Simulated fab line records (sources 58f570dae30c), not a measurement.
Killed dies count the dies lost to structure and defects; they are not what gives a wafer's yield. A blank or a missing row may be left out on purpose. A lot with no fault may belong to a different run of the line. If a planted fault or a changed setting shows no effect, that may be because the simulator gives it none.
The tool behind it: which one? || flow berkeleyCmos170 || 42 wafers from 14 lots sampled at 4 of the route's 331 steps

WHAT EACH GAUGE READ, for each wafer
UCB170_NSD_TW_MEAS_10. Usual: NSD_TW 4178, standard deviation 23.
{"lot": "L462", "measured": "day 6 11:06", "on": "filmMetro-04", "NSD_TW": "4181 4202 4183", "flag": ""}
{"lot": "L463", "measured": "day 6 11:56", "on": "filmMetro-01", "NSD_TW": "4156 4178 4170", "flag": ""}
{"lot": "L466", "measured": "day 7 04:31", "on": "filmMetro-04", "NSD_TW": "4133 4137 4158", "flag": ""}
{"lot": "L467", "measured": "day 7 17:10", "on": "filmMetro-04", "NSD_TW": "4157 4168 4174", "flag": ""}
{"lot": "L468", "measured": "day 7 17:20", "on": "filmMetro-01", "NSD_TW": "4195 4187 4199", "flag": ""}
{"lot": "L469", "measured": "day 8 06:28", "on": "filmMetro-04", "NSD_TW": "4188 4170 4185", "flag": ""}
{"lot": "L472", "measured": "day 8 19:02", "on": "filmMetro-01", "NSD_TW": "4182 4171 4187", "flag": ""}
{"lot": "L471", "measured": "day 8 19:08", "on": "filmMetro-03", "NSD_TW": "4190 4185 4183", "flag": ""}
{"lot": "L474", "measured": "day 9 03:24", "on": "filmMetro-03", "NSD_TW": "4200 4187 4184", "flag": ""}
{"lot": "L482", "measured": "day 10 23:20", "on": "filmMetro-01", "NSD_TW": "30 30 30", "flag": "OFF"}
{"lot": "L481", "measured": "day 10 23:28", "on": "filmMetro-04", "NSD_TW": "30 30 30", "flag": "OFF"}
{"lot": "L483", "measured": "day 11 09:11", "on": "filmMetro-03", "NSD_TW": "4202 4200 4197", "flag": ""}
{"lot": "L484", "measured": "day 11 09:28", "on": "filmMetro-01", "NSD_TW": "4167 4188 4173", "flag": ""}
{"lot": "L485", "measured": "day 11 23:00", "on": "filmMetro-03", "NSD_TW": "4223 4194 4222", "flag": ""}

UCB170_SDANNEAL_RS_MEAS_03: measures by four-point-probe. Usual: NSD_RS 37.27 ohm/sq, standard deviation 0.09.
{"lot": "L462", "measured": "day 6 12:22", "on": "filmMetro-03", "NSD_RS (ohm/sq)": "37.31 37.24 37.18", "flag": ""}
{"lot": "L463", "measured": "day 6 15:50", "on": "filmMetro-03", "NSD_RS (ohm/sq)": "37.45 37.37 37.34", "flag": ""}
{"lot": "L466", "measured": "day 7 05:53", "on": "filmMetro-01", "NSD_RS (ohm/sq)": "37.15 37.11 37.21", "flag": ""}
{"lot": "L467", "measured": "day 7 18:22", "on": "filmMetro-03", "NSD_RS (ohm/sq)": "37.27 37.33 37.35", "flag": ""}
{"lot": "L468", "measured": "day 7 18:32", "on": "filmMetro-04", "NSD_RS (ohm/sq)": "37.16 37.21 37.30", "flag": ""}
{"lot": "L469", "measured": "day 8 07:46", "on": "filmMetro-04", "NSD_RS (ohm/sq)": "37.29 37.18 37.25", "flag": ""}
{"lot": "L472", "measured": "day 8 20:25", "on": "filmMetro-01", "NSD_RS (ohm/sq)": "37.38 37.44 37.47", "flag": ""}
{"lot": "L471", "measured": "day 8 20:25", "on": "filmMetro-04", "NSD_RS (ohm/sq)": "37.15 37.16 37.16", "flag": ""}
{"lot": "L474", "measured": "day 9 04:38", "on": "filmMetro-03", "NSD_RS (ohm/sq)": "37.28 37.30 37.26", "flag": ""}
{"lot": "L482", "measured": "day 11 00:58", "on": "filmMetro-01", "NSD_RS (ohm/sq)": "133.06 132.97 133.25", "flag": "OFF"}
{"lot": "L481", "measured": "day 11 00:56", "on": "filmMetro-04", "NSD_RS (ohm/sq)": "133.04 133.21 132.70", "flag": "OFF"}
{"lot": "L483", "measured": "day 11 10:41", "on": "filmMetro-04", "NSD_RS (ohm/sq)": "37.28 37.14 37.21", "flag": ""}
{"lot": "L484", "measured": "day 11 11:02", "on": "filmMetro-01", "NSD_RS (ohm/sq)": "37.22 37.31 37.28", "flag": ""}
{"lot": "L485", "measured": "day 12 00:20", "on": "filmMetro-04", "NSD_RS (ohm/sq)": "37.10 37.10 37.25", "flag": ""}

TOOL THAT RAN EACH LOT (tool first, then ch and the chambers of the sampled wafers, then the start)
{"lot": "L462", "UCB170_NSD_IMPLANT_08": "implanter-03 ch 0, day 6 10:52", "UCB170_NSD_STRIP_09": "plasmaAsher-01 ch 0,1, day 6 10:59"}
{"lot": "L463", "UCB170_NSD_IMPLANT_08": "implanter-02 ch 0, day 6 11:42", "UCB170_NSD_STRIP_09": "plasmaAsher-03 ch 0,1, day 6 11:49"}
{"lot": "L466", "UCB170_NSD_IMPLANT_08": "implanter-04 ch 0, day 7 04:16", "UCB170_NSD_STRIP_09": "plasmaAsher-04 ch 0,1, day 7 04:25"}
{"lot": "L467", "UCB170_NSD_IMPLANT_08": "implanter-03 ch 0, day 7 16:55", "UCB170_NSD_STRIP_09": "plasmaAsher-03 ch 0,1, day 7 17:04"}
{"lot": "L468", "UCB170_NSD_IMPLANT_08": "implanter-02 ch 0, day 7 17:05", "UCB170_NSD_STRIP_09": "plasmaAsher-04 ch 0,1, day 7 17:14"}
{"lot": "L469", "UCB170_NSD_IMPLANT_08": "implanter-04 ch 0, day 8 06:13", "UCB170_NSD_STRIP_09": "plasmaAsher-03 ch 0,1, day 8 06:22"}
{"lot": "L472", "UCB170_NSD_IMPLANT_08": "implanter-02 ch 0, day 8 18:47", "UCB170_NSD_STRIP_09": "plasmaAsher-04 ch 0,1, day 8 18:56"}
{"lot": "L471", "UCB170_NSD_IMPLANT_08": "implanter-04 ch 0, day 8 18:53", "UCB170_NSD_STRIP_09": "plasmaAsher-01 ch 0,1, day 8 19:02"}
{"lot": "L474", "UCB170_NSD_IMPLANT_08": "implanter-02 ch 0, day 9 03:09", "UCB170_NSD_STRIP_09": "plasmaAsher-01 ch 0,1, day 9 03:18"}
{"lot": "L482", "UCB170_NSD_IMPLANT_08": "implanter-02, day 10 23:06", "UCB170_NSD_STRIP_09": "plasmaAsher-03 ch 0,1, day 10 23:14"}
{"lot": "L481", "UCB170_NSD_IMPLANT_08": "implanter-04, day 10 23:14", "UCB170_NSD_STRIP_09": "plasmaAsher-01 ch 0,1, day 10 23:21"}
{"lot": "L483", "UCB170_NSD_IMPLANT_08": "implanter-02 ch 0, day 11 08:57", "UCB170_NSD_STRIP_09": "plasmaAsher-01 ch 0, day 11 09:04"}
{"lot": "L484", "UCB170_NSD_IMPLANT_08": "implanter-03 ch 0, day 11 09:13", "UCB170_NSD_STRIP_09": "plasmaAsher-01 ch 0,1, day 11 09:21"}
{"lot": "L485", "UCB170_NSD_IMPLANT_08": "implanter-02 ch 0, day 11 22:47", "UCB170_NSD_STRIP_09": "plasmaAsher-01 ch 0,1, day 11 22:55"}
- UCB170_NSD_IMPLANT_08
- UCB170_NSD_STRIP_09: strips in O2.

AS READ BY THE TOOLS THEMSELVES (means over the sampled wafers that have a number; for cases with no such wafer, the mark the record gives instead)
UCB170_NSD_IMPLANT_08. Usual: beamEnergyKeV 40.000, standard deviation 0.011; beamOnS 9.99 s, standard deviation 0.19; faradayCurrentUA 9266, standard deviation 180.
{"lot": "L462", "tool": "implanter-03", "beamEnergyKeV": 40.010, "beamOnS (s)": 9.93, "faradayCurrentUA": 9303, "flag": ""}
{"lot": "L463", "tool": "implanter-02", "beamEnergyKeV": 39.999, "beamOnS (s)": 10.10, "faradayCurrentUA": 9184, "flag": ""}
{"lot": "L466", "tool": "implanter-04", "beamEnergyKeV": 40.004, "beamOnS (s)": 9.85, "faradayCurrentUA": 9410, "flag": ""}
{"lot": "L467", "tool": "implanter-03", "beamEnergyKeV": 39.999, "beamOnS (s)": 10.01, "faradayCurrentUA": 9251, "flag": ""}
{"lot": "L468", "tool": "implanter-02", "beamEnergyKeV": 39.978, "beamOnS (s)": 10.06, "faradayCurrentUA": 9187, "flag": ""}
{"lot": "L469", "tool": "implanter-04", "beamEnergyKeV": 40.007, "beamOnS (s)": 10.06, "faradayCurrentUA": 9205, "flag": ""}
{"lot": "L472", "tool": "implanter-02", "beamEnergyKeV": 39.997, "beamOnS (s)": 9.90, "faradayCurrentUA": 9386, "flag": ""}
{"lot": "L471", "tool": "implanter-04", "beamEnergyKeV": 40.012, "beamOnS (s)": 10.00, "faradayCurrentUA": 9237, "flag": ""}
{"lot": "L474", "tool": "implanter-02", "beamEnergyKeV": 39.996, "beamOnS (s)": 9.94, "faradayCurrentUA": 9335, "flag": ""}
{"lot": "L482", "tool": "implanter-02", "beamEnergyKeV": "-", "beamOnS (s)": "-", "faradayCurrentUA": "-", "flag": "OFF"}
{"lot": "L481", "tool": "implanter-04", "beamEnergyKeV": "-", "beamOnS (s)": "-", "faradayCurrentUA": "-", "flag": "OFF"}
{"lot": "L483", "tool": "implanter-02", "beamEnergyKeV": 39.990, "beamOnS (s)": 9.84, "faradayCurrentUA": 9392, "flag": ""}
{"lot": "L484", "tool": "implanter-03", "beamEnergyKeV": 39.991, "beamOnS (s)": 10.00, "faradayCurrentUA": 9279, "flag": ""}
{"lot": "L485", "tool": "implanter-02", "beamEnergyKeV": 39.997, "beamOnS (s)": 10.03, "faradayCurrentUA": 9241, "flag": ""}

UCB170_NSD_STRIP_09. Usual: drypumpMotorCurrentA 5.43 A, standard deviation 0.15; oesProductAu 0.534 a.u., standard deviation 0.0051; stripTimeToEndpointS 35.79 s, standard deviation 0.082.
{"lot": "L462", "tool": "plasmaAsher-01", "drypumpMotorCurrentA (A)": 5.36, "oesProductAu (a.u.)": 0.532, "stripTimeToEndpointS (s)": 35.86, "flag": ""}
{"lot": "L463", "tool": "plasmaAsher-03", "drypumpMotorCurrentA (A)": 5.58, "oesProductAu (a.u.)": 0.537, "stripTimeToEndpointS (s)": 35.77, "flag": ""}
{"lot": "L466", "tool": "plasmaAsher-04", "drypumpMotorCurrentA (A)": 5.42, "oesProductAu (a.u.)": 0.530, "stripTimeToEndpointS (s)": 35.90, "flag": ""}
{"lot": "L467", "tool": "plasmaAsher-03", "drypumpMotorCurrentA (A)": 5.60, "oesProductAu (a.u.)": 0.541, "stripTimeToEndpointS (s)": 35.75, "flag": ""}
{"lot": "L468", "tool": "plasmaAsher-04", "drypumpMotorCurrentA (A)": 5.43, "oesProductAu (a.u.)": 0.531, "stripTimeToEndpointS (s)": 35.71, "flag": ""}
{"lot": "L469", "tool": "plasmaAsher-03", "drypumpMotorCurrentA (A)": 5.59, "oesProductAu (a.u.)": 0.536, "stripTimeToEndpointS (s)": 35.73, "flag": ""}
{"lot": "L472", "tool": "plasmaAsher-04", "drypumpMotorCurrentA (A)": 5.40, "oesProductAu (a.u.)": 0.531, "stripTimeToEndpointS (s)": 35.64, "flag": ""}
{"lot": "L471", "tool": "plasmaAsher-01", "drypumpMotorCurrentA (A)": 5.29, "oesProductAu (a.u.)": 0.533, "stripTimeToEndpointS (s)": 35.75, "flag": ""}
{"lot": "L474", "tool": "plasmaAsher-01", "drypumpMotorCurrentA (A)": 5.36, "oesProductAu (a.u.)": 0.531, "stripTimeToEndpointS (s)": 35.83, "flag": ""}
{"lot": "L482", "tool": "plasmaAsher-03", "drypumpMotorCurrentA (A)": 5.59, "oesProductAu (a.u.)": 0.736, "stripTimeToEndpointS (s)": 21.56, "flag": "OFF"}
{"lot": "L481", "tool": "plasmaAsher-01", "drypumpMotorCurrentA (A)": 5.30, "oesProductAu (a.u.)": 0.737, "stripTimeToEndpointS (s)": 21.71, "flag": "OFF"}
{"lot": "L483", "tool": "plasmaAsher-01", "drypumpMotorCurrentA (A)": 5.47, "oesProductAu (a.u.)": 0.532, "stripTimeToEndpointS (s)": 35.71, "flag": ""}
{"lot": "L484", "tool": "plasmaAsher-01", "drypumpMotorCurrentA (A)": 5.27, "oesProductAu (a.u.)": 0.527, "stripTimeToEndpointS (s)": 35.85, "flag": ""}
{"lot": "L485", "tool": "plasmaAsher-01", "drypumpMotorCurrentA (A)": 5.34, "oesProductAu (a.u.)": 0.539, "stripTimeToEndpointS (s)": 35.94, "flag": ""}

THE ANSWER, worked out from the rows above alone
Rule: lot off if the mean of its wafers having a number is beyond 3 standard deviations from the usual mean. A lot without any number at a reading at which 4 lots or more have one is off too. The other lots that the step has rows for count as sound. First the gauges in route order, then the tools' own readings, where a lot's mean is used as printed above. At the first step where some lot is off, the reading lying furthest off is the one used; lots without a number count as furthest.
Off: L482, L481, seen at UCB170_NSD_TW_MEAS_10 (NSD_TW).
If a tool, at a process step before that reading, ran all the lots that are off and no sound lot after the first of them, it fits. Not tried: the gauges at UCB170_NSD_TW_MEAS_10; whatever is off there is also off at UCB170_NSD_IMPLANT_08, on other tools, and gauge error can't account for it. Not one of the candidates tried fits.

WHAT WAS PUT IN BY THE SIMULATOR
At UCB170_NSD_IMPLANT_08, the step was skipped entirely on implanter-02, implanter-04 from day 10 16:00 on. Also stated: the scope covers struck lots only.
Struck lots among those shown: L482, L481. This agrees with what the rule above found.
